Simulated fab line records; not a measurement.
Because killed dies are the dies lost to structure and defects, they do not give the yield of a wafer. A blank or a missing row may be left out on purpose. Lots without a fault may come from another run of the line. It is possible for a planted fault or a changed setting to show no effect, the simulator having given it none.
Matching of chambers ; flow berkeley cmos170 ; 4 sister chambers for UCB170_V1_CMP_02 on cmp-02
The step polishes SiO2. 4 wafers are shown with their chamber, then 8 later ones without.

== WAFERS PAIRED WITH THEIR CHAMBERS ==
wafer;chamber;motor current A (A)
L123.4;2;16.0
L127.1;1;18.7
L127.3;3;16.1
L128.1;0;11.0

== WAFERS MISSING THEIR CHAMBER ==
wafer;motor current A (A)
L128.4;16.0
L128.6;18.3
L130.1;11.6
L130.3;16.1
L130.5;14.7
L135.1;12.2
L135.3;16.2
L135.5;15.9

== EACH ONE'S CHAMBER ==
wafer;from the rows above;in truth
L128.4;can't be placed: 2 or 3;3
L128.6;1;1
L130.1;0;0
L130.3;can't be placed: 3 or 2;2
L130.5;can't be placed: 2 or 3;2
L135.1;0;0
L135.3;can't be placed: 3 or 2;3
L135.5;can't be placed: 2 or 3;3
3 of 8 placed correctly. From these rows, 5 cannot be placed; in 5 the true chamber is one of the candidates. 0 placed wrongly.
How it was worked out, from the rows above alone: a wafer's distance from a chamber is the root of the sum, over the readings, of the square of ((its reading less the chamber's mean) divided by the reading's scatter). If the next closest chamber is less than 2 further off than the closest, the wafer can't be placed; otherwise it belongs to the closest. A chamber's mean is the mean of its shown wafers. The scatter: root of mean squared gap, hidden wafer to nearest shown wafer, with one shown wafer a chamber.
